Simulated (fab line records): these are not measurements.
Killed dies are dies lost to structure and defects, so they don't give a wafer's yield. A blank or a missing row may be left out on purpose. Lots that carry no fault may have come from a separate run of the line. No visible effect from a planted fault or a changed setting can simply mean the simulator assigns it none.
fab line records + flow berkeley-cmos170
record:
- lots: 15
- wafers: 45
- last-day: 13
route steps=331 shown NVT@111 FIELD@126 CONTACT@233 V1@256
lots that met no fault: taken from a fault-free run of the same line
start-h: the number of hours between the record's first day and the start of the first shown wafer of the lot + wait-h: how many hours have passed since the lot's step before this one + " as in the row above + L1.1+2: a single row standing in for several wafers + - either no value or no given start + * or withheld: withheld + < > ~ a bound
route shown NAME@n: names a module that has steps shown in the file, with the first one's number in the route + usual: mean/standard deviation taken from wafers without a fault + same: alike in all rows + chamber/n: place in a boat + sites: each site's reading + _std_site: how widely they spread, as a standard deviation + _edge_site: the outer-site mean with the inner-site mean subtracted + radius-mm: for every site, how far away it sits from the centre of the wafer + mask NAME#n: copy n + behind: the most recent tool/chamber to have shaped the wafer + hold: why the lot went on hold/how many hours it stayed there/how the hold came to an end + device: names the non-switching transistor (n, p or np) + end of line: tests of these same wafers at the route's end + step lacking rows: just its recipe + killed: dies lost to structure and defects at the first sort, not the wafer's yield + map: the dies of a wafer, with x for killed, . for not killed, _ for no die there
set.NAME: the setting as run; set.NAME@STEP: as run at that earlier step + model.NAME: the simulator's own value behind a step, which no gauge read
steps of the route over a sample of lots; a table a step, a row a wafer
services: the hour from which a tool's chamber was out of use, counted from the record's first day as start-h (under 0 if before that day), plus the number of hours and why
== steps ==
step: UCB170_NVT_IMPLANT_07
recipe:
- species: BF2
- dose-cm2: 3e+12
- energy-kev: 50
- tilt-deg: 7
usual:
- dose-ions-cm2: 3e+12/3.8e+09
- faraday-current-uA: 9.50/0.18
| lot.wafer | tool         | chamber | start-h | wait-h | dose-ions-cm2 | faraday-current-uA |
|-----------|--------------|---------|---------|--------|---------------|--------------------|
| L445.3    | implanter-01 | 0       | 131.28  | 0.1    | 3.004e+12     | 9.64               |
| L445.4    | "            | 0       | "       | "      | 3.002e+12     | 9.25               |
| L445.5    | "            | 0       | "       | "      | 3.001e+12     | 9.70               |
| L448.1    | implanter-01 | 0       | 152.15  | 0.0    | 2.998e+12     | 9.32               |
| L448.3    | "            | 0       | "       | "      | 3.001e+12     | 9.16               |
| L448.4    | "            | 0       | "       | "      | 3.003e+12     | 9.50               |
| L446.1    | implanter-02 | 0       | 152.40  | 0.0    | 3.002e+12     | 9.67               |
| L446.4    | "            | 0       | "       | "      | 3e+12         | 9.69               |
| L446.5    | "            | 0       | "       | "      | 3e+12         | 9.03               |
| L449.3    | implanter-02 | 0       | 162.21  | 0.1    | 3.007e+12     | 9.48               |
| L449.4    | "            | 0       | "       | "      | 3.003e+12     | 9.60               |
| L449.5    | "            | 0       | "       | "      | 3.004e+12     | 9.39               |
| L451.1    | implanter-02 | 0       | 169.59  | 0.0    | 3.002e+12     | 9.48               |
| L451.2    | "            | 0       | "       | "      | 3.002e+12     | 9.63               |
| L451.5    | "            | 0       | "       | "      | 3.003e+12     | 9.49               |
| L453.2    | implanter-04 | 0       | 180.72  | 0.0    | 3.004e+12     | 9.36               |
| L453.3    | "            | 0       | "       | "      | 3e+12         | 9.55               |
| L453.6    | "            | 0       | "       | "      | 3.001e+12     | 9.47               |
| L455.1    | implanter-01 | 0       | 186.50  | 0.0    | 2.999e+12     | 9.47               |
| L455.5    | "            | 0       | "       | "      | 2.995e+12     | 9.75               |
| L455.6    | "            | 0       | "       | "      | 2.999e+12     | 9.26               |
| L454.2    | implanter-04 | 0       | 186.75  | 0.0    | 2.998e+12     | 9.77               |
| L454.5    | "            | 0       | "       | "      | 3.002e+12     | 9.47               |
| L454.6    | "            | 0       | "       | "      | 3.001e+12     | 9.60               |
| L459.2    | implanter-04 | 0       | 211.27  | 0.0    | 3.002e+12     | 9.49               |
| L459.4    | "            | 0       | "       | "      | 3.004e+12     | 9.53               |
| L459.5    | "            | 0       | "       | "      | 3.002e+12     | 9.35               |
| L461.2    | implanter-04 | 0       | 220.77  | 0.0    | 2.844e+12     | 9.27               |
| L461.3    | "            | 0       | "       | "      | 2.846e+12     | 9.10               |
| L461.4    | "            | 0       | "       | "      | 2.843e+12     | 8.73               |
| L463.1    | implanter-04 | 0       | 231.00  | 0.0    | 2.851e+12     | 8.96               |
| L463.2    | "            | 0       | "       | "      | 2.854e+12     | 8.96               |
| L463.5    | "            | 0       | "       | "      | 2.845e+12     | 8.65               |
| L466.2    | implanter-02 | 0       | 240.16  | 0.0    | 2.996e+12     | 9.44               |
| L466.5    | "            | 0       | "       | "      | 3.002e+12     | 9.63               |
| L466.6    | "            | 0       | "       | "      | 2.994e+12     | 9.47               |
| L465.1    | implanter-04 | 0       | 240.25  | 0.0    | 2.847e+12     | 8.73               |
| L465.3    | "            | 0       | "       | "      | 2.851e+12     | 8.97               |
| L465.4    | "            | 0       | "       | "      | 2.851e+12     | 9.10               |
| L467.3    | implanter-02 | 0       | 254.13  | 0.1    | 2.996e+12     | 9.38               |
| L467.5    | "            | 0       | "       | "      | 3.003e+12     | 9.34               |
| L467.6    | "            | 0       | "       | "      | 3.002e+12     | 9.38               |
| L468.2    | implanter-01 | 0       | 254.40  | 0.0    | 3.002e+12     | 9.51               |
| L468.3    | "            | 0       | "       | "      | 2.998e+12     | 9.68               |
| L468.6    | "            | 0       | "       | "      | 2.996e+12     | 9.57               |
step: UCB170_FIELD_THK_MEAS_91
recipe:
- reads: SiO2_of_FIELD_OXIDATION_01
usual:
- FIELD_OXIDE_LEFT_2_THK: 350/8.8
| lot.wafer | tool          | chamber | start-h | wait-h | FIELD_OXIDE_LEFT_2_THK[nm] |
|-----------|---------------|---------|---------|--------|----------------------------|
| L445.3    | film-metro-02 | -       | 133.85  | 0.0    | 343                        |
| L445.4    | "             | -       | "       | "      | 338                        |
| L445.5    | "             | -       | "       | "      | 342                        |
| L448.1    | film-metro-02 | -       | 155.35  | 0.0    | 340                        |
| L448.3    | "             | -       | "       | "      | 343                        |
| L448.4    | "             | -       | "       | "      | 347                        |
| L446.1    | film-metro-04 | -       | 155.41  | 0.0    | 370                        |
| L446.4    | "             | -       | "       | "      | 353                        |
| L446.5    | "             | -       | "       | "      | 366                        |
| L449.3    | film-metro-04 | -       | 164.91  | 0.0    | 343                        |
| L449.4    | "             | -       | "       | "      | 346                        |
| L449.5    | "             | -       | "       | "      | 355                        |
| L451.1    | film-metro-04 | -       | 174.46  | 0.0    | 359                        |
| L451.2    | "             | -       | "       | "      | 355                        |
| L451.5    | "             | -       | "       | "      | 353                        |
| L453.2    | film-metro-01 | -       | 183.94  | 0.0    | 344                        |
| L453.3    | "             | -       | "       | "      | 346                        |
| L453.6    | "             | -       | "       | "      | 341                        |
| L455.1    | film-metro-01 | -       | 188.49  | 0.0    | 349                        |
| L455.5    | "             | -       | "       | "      | 347                        |
| L455.6    | "             | -       | "       | "      | 360                        |
| L454.2    | film-metro-04 | -       | 189.37  | 0.0    | 350                        |
| L454.5    | "             | -       | "       | "      | 353                        |
| L454.6    | "             | -       | "       | "      | 354                        |
| L459.2    | film-metro-01 | -       | 215.31  | 0.0    | 344                        |
| L459.4    | "             | -       | "       | "      | 345                        |
| L459.5    | "             | -       | "       | "      | 339                        |
| L461.2    | film-metro-04 | -       | 225.06  | 0.0    | 347                        |
| L461.3    | "             | -       | "       | "      | 345                        |
| L461.4    | "             | -       | "       | "      | 342                        |
| L463.1    | film-metro-01 | -       | 233.69  | 0.0    | 348                        |
| L463.2    | "             | -       | "       | "      | 351                        |
| L463.5    | "             | -       | "       | "      | 347                        |
| L465.1    | film-metro-04 | -       | 245.17  | 0.0    | 359                        |
| L465.3    | "             | -       | "       | "      | 360                        |
| L465.4    | "             | -       | "       | "      | 355                        |
| L466.2    | film-metro-01 | -       | 245.18  | 0.0    | 354                        |
| L466.5    | "             | -       | "       | "      | 363                        |
| L466.6    | "             | -       | "       | "      | 351                        |
| L467.3    | film-metro-01 | -       | 256.02  | 0.0    | 348                        |
| L467.5    | "             | -       | "       | "      | 337                        |
| L467.6    | "             | -       | "       | "      | 346                        |
| L468.2    | film-metro-01 | -       | 256.52  | 0.0    | 350                        |
| L468.3    | "             | -       | "       | "      | 348                        |
| L468.6    | "             | -       | "       | "      | 342                        |
step: UCB170_CONTACT_ETCH_17
recipe:
- chemistry: N2/H2
- target-depth-a: withheld
- overetch-a: withheld
- target: BARC
- time-s: withheld
- source-w: 500
- bias-w: 100
- pressure-mtorr: 30
- n2-flow-sccm: 100
- h2-flow-sccm: 200
usual:
- drypump-motor-current-A: 5.8/0.51
- oes-product-au: 1.000/0.016
- throttle-valve-pct: 13.32/0.16
| lot.wafer | tool        | chamber | start-h | wait-h | drypump-motor-current-A | oes-product-au | throttle-valve-pct |
|-----------|-------------|---------|---------|--------|-------------------------|----------------|--------------------|
| L445.3    | rie-diel-01 | 1       | 172.54  | 0.0    | 5.2                     | 1.000          | 13.37              |
| L445.4    | "           | 3       | "       | "      | 5.8                     | 0.998          | 13.47              |
| L445.5    | "           | 0       | "       | "      | 6.1                     | 0.997          | 13.43              |
| L448.1    | rie-diel-04 | 2       | 195.11  | 0.0    | 5.9                     | 1.000          | 13.15              |
| L448.3    | "           | 0       | "       | "      | 5.2                     | 0.979          | 13.21              |
| L448.4    | "           | 1       | "       | "      | 5.8                     | 1.025          | 13.09              |
| L446.1    | rie-diel-03 | 3       | 196.77  | 0.0    | 6.4                     | 1.018          | 13.22              |
| L446.4    | "           | 2       | "       | "      | 6.4                     | 1.035          | 13.21              |
| L446.5    | "           | 3       | "       | "      | 6.4                     | 1.004          | 13.21              |
| L449.3    | rie-diel-01 | 3       | 205.95  | 0.0    | 5.8                     | 1.004          | 13.47              |
| L449.4    | "           | 2       | "       | "      | 4.9                     | 0.980          | 13.48              |
| L449.5    | "           | 2       | "       | "      | 4.9                     | 0.991          | 13.48              |
| L451.1    | rie-diel-04 | 1       | 206.51  | 0.0    | 5.8                     | 1.011          | 13.06              |
| L451.2    | "           | 3       | "       | "      | 5.2                     | 0.976          | 13.26              |
| L451.5    | "           | 2       | "       | "      | 5.9                     | 0.991          | 13.13              |
| L453.2    | rie-diel-01 | 3       | 227.95  | 0.0    | 5.7                     | 1.000          | 13.47              |
| L453.3    | "           | 0       | "       | "      | 6.0                     | 0.994          | 13.41              |
| L453.6    | "           | 0       | "       | "      | 6.0                     | 1.000          | 13.42              |
| L454.2    | rie-diel-04 | 1       | 230.32  | 0.0    | 5.8                     | 1.013          | 13.07              |
| L454.5    | "           | 2       | "       | "      | 5.9                     | 0.999          | 13.15              |
| L454.6    | "           | 1       | "       | "      | 5.8                     | 1.014          | 13.09              |
| L455.1    | rie-diel-03 | 2       | 230.39  | 0.0    | 6.4                     | 1.018          | 13.23              |
| L455.5    | "           | 2       | "       | "      | 6.5                     | 1.029          | 13.23              |
| L455.6    | "           | 1       | "       | "      | 6.2                     | 1.009          | 13.09              |
| L459.2    | rie-diel-01 | 2       | 255.74  | 0.0    | 4.9                     | 0.990          | 13.48              |
| L459.4    | "           | 1       | "       | "      | 5.2                     | 0.997          | 13.37              |
| L459.5    | "           | 1       | "       | "      | 5.2                     | 1.004          | 13.37              |
| L461.2    | rie-diel-01 | 2       | 262.60  | 0.0    | 4.9                     | 1.000          | 13.48              |
| L461.3    | "           | 1       | "       | "      | 5.2                     | 1.007          | 13.37              |
| L461.4    | "           | 3       | "       | "      | 5.8                     | 1.005          | 13.46              |
| L463.1    | rie-diel-01 | 2       | 270.96  | 0.0    | 4.9                     | 0.987          | 13.47              |
| L463.2    | "           | 1       | "       | "      | 5.2                     | 1.006          | 13.35              |
| L463.5    | "           | 1       | "       | "      | 5.2                     | 0.992          | 13.37              |
| L466.2    | rie-diel-01 | 0       | 283.28  | 0.0    | 6.1                     | 1.004          | 13.42              |
| L466.5    | "           | 1       | "       | "      | 5.2                     | 1.014          | 13.38              |
| L466.6    | "           | 3       | "       | "      | 5.7                     | 1.016          | 13.45              |
| L465.1    | rie-diel-03 | 3       | 283.64  | 0.0    | 6.3                     | 1.004          | 13.23              |
| L465.3    | "           | 2       | "       | "      | 6.4                     | 1.037          | 13.22              |
| L465.4    | "           | 1       | "       | "      | 6.2                     | 1.025          | 13.10              |
| L467.3    | rie-diel-04 | 2       | 297.27  | 0.0    | 5.9                     | 0.997          | 13.15              |
| L467.5    | "           | 1       | "       | "      | 5.8                     | 1.016          | 13.08              |
| L467.6    | "           | 0       | "       | "      | 5.3                     | 0.983          | 13.20              |
| L468.2    | rie-diel-03 | 0       | 301.21  | 0.0    | 6.4                     | 0.978          | 13.59              |
| L468.3    | "           | 2       | "       | "      | 6.4                     | 1.025          | 13.22              |
| L468.6    | "           | 1       | "       | "      | 6.2                     | 1.010          | 13.10              |
step: UCB170_V1_CMP_02
recipe:
- material: SiO2
- down-force-psi: 6
- platen-rpm: 60
- pad-velocity-m-s: 0.75398
usual:
- motor-current-A: 15.7/1.5
| lot.wafer | tool   | chamber | start-h | wait-h | motor-current-A |
|-----------|--------|---------|---------|--------|-----------------|
| L445.3    | cmp-02 | 3       | 176.70  | 0.0    | 16.2            |
| L445.4    | "      | 1       | "       | "      | 15.9            |
| L445.5    | "      | 0       | "       | "      | 15.8            |
| L448.1    | cmp-02 | 1       | 198.98  | 0.1    | 15.2            |
| L448.4    | "      | 3       | "       | "      | 16.1            |
| L448.3    | "      | 0       | "       | "      | 15.9            |
| L446.1    | cmp-01 | 3       | 200.93  | 0.1    | 13.4            |
| L446.4    | "      | 0       | "       | "      | 16.1            |
| L446.5    | "      | 3       | "       | "      | 14.0            |
| L449.3    | cmp-01 | 1       | 211.04  | 0.1    | 16.5            |
| L449.4    | "      | 3       | "       | "      | 13.8            |
| L449.5    | "      | 1       | "       | "      | 15.6            |
| L451.2    | cmp-02 | 2       | 212.42  | 0.1    | 19.3            |
| L451.1    | "      | 3       | "       | "      | 15.5            |
| L451.5    | "      | 0       | "       | "      | 14.9            |
| L453.3    | cmp-01 | 2       | 232.43  | 0.1    | 15.7            |
| L453.2    | "      | 0       | "       | "      | 15.3            |
| L453.6    | "      | 2       | "       | "      | 15.0            |
| L454.2    | cmp-01 | 1       | 235.69  | 0.1    | 15.6            |
| L454.6    | "      | 3       | "       | "      | 13.3            |
| L454.5    | "      | 0       | "       | "      | 15.9            |
| L455.1    | cmp-01 | 1       | 235.94  | 0.4    | 16.4            |
| L455.6    | "      | 0       | "       | "      | 16.1            |
| L455.5    | "      | 1       | "       | "      | 15.7            |
| L459.4    | cmp-02 | 1       | 259.96  | 0.1    | 15.1            |
| L459.2    | "      | 2       | "       | "      | 19.6            |
| L459.5    | "      | 3       | "       | "      | 16.0            |
| L461.3    | cmp-02 | 0       | 268.42  | 0.1    | 15.6            |
| L461.4    | "      | 1       | "       | "      | 15.5            |
| L461.2    | "      | 2       | "       | "      | 18.5            |
| L463.2    | cmp-01 | 0       | 275.14  | 0.1    | 15.5            |
| L463.1    | "      | 1       | "       | "      | 15.4            |
| L463.5    | "      | 3       | "       | "      | 14.0            |
| L466.2    | cmp-01 | 2       | 287.82  | 0.2    | 15.3            |
| L466.5    | "      | 3       | "       | "      | 13.4            |
| L466.6    | "      | 0       | "       | "      | 14.7            |
| L465.4    | cmp-02 | 3       | 289.06  | 0.1    | 16.3            |
| L465.1    | "      | 0       | "       | "      | 15.9            |
| L465.3    | "      | 1       | "       | "      | 15.2            |
| L467.3    | cmp-01 | 3       | 301.14  | 0.0    | 13.6            |
| L467.5    | "      | 3       | "       | "      | 13.1            |
| L467.6    | "      | 0       | "       | "      | 14.9            |
| L468.2    | cmp-01 | 2       | 304.99  | 0.0    | 14.6            |
| L468.3    | "      | 1       | "       | "      | 15.4            |
| L468.6    | "      | 3       | "       | "      | 14.0            |
== services ==
| tool         | chamber | start-h | hours | kind   |
|--------------|---------|---------|-------|--------|
| rie-diel-01  | 3       | 116.93  | 13.3  | repair |
| rie-diel-01  | 2       | 119.41  | 7.6   | repair |
| implanter-04 | -       | 133.53  | 2.0   | repair |
| implanter-02 | -       | 135.05  | 1.7   | repair |
| rie-diel-01  | 1       | 137.26  | 1.7   | repair |
| cmp-02       | -       | 160.37  | 6.9   | pm     |
| rie-diel-01  | 1       | 161.36  | 2.5   | repair |
| cmp-02       | -       | 167.95  | 5.3   | repair |
| rie-diel-01  | 2       | 182.46  | 16.5  | repair |
| cmp-02       | -       | 183.10  | 4.9   | pm     |
| cmp-01       | -       | 186.76  | 0.3   | repair |
| cmp-01       | -       | 188.46  | 3.3   | repair |
| implanter-02 | -       | 192.99  | 2.3   | repair |
| cmp-02       | -       | 201.15  | 2.5   | repair |
| rie-diel-01  | 0       | 202.88  | 1.6   | repair |
| implanter-02 | -       | 215.42  | 0.5   | repair |
| implanter-02 | -       | 226.81  | 4.3   | repair |
| cmp-02       | -       | 232.00  | 4.0   | pm     |
| cmp-01       | -       | 240.53  | 5.8   | pm     |
| implanter-04 | -       | 243.34  | 3.8   | repair |
| cmp-02       | -       | 256.57  | 0.5   | repair |
| cmp-01       | -       | 257.76  | 4.7   | pm     |
| cmp-01       | -       | 284.51  | 2.0   | repair |
| cmp-01       | -       | 288.80  | 1.2   | repair |
== key ==
first-sign:
- step: UCB170_NVT_IMPLANT_07
- reading: dose-ions-cm2
- direction: down
- sigmas: 40
- usual: 3e+12
- struck: 2.848e+12
effect:
- step: UCB170_NVT_IMPLANT_07
- reading: faraday-current-uA
- direction: down
- sigmas: 3.1
- usual: 9.50
- struck: 8.94
met-at UCB170_NVT_IMPLANT_07
struck-lots L461,L463,L465
sort-left-out L463.1,L463.2,L463.5
tester-left-out L461,L463,L465
not-acting-at UCB170_FIELD_THK_MEAS_91,UCB170_CONTACT_ETCH_17,UCB170_V1_CMP_02
onset-between 211.27 220.77
fault:
- kind: process-parameter-drift
- tool: implanter-04
- chamber: -
- onset-h: 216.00
- steps: UCB170_NVT_IMPLANT_07
- channel: dose-cm2
- offset: -1.5e+11
- shape: step
- end-h: 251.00
- acts-in: these-recipes-only
- stated: 3e+12
tester-left-out: of these lots the tester's yield and bins aren't shown, on N5 and GAA mostly nor the transistor test; their killed dies are dies lost to structure and defects alone, not to doping, threshold or leakage, so they don't give the yield
sort-left-out: the simulated sort isn't trusted on such a fault, so these wafers' sort isn't shown, and their yield isn't known
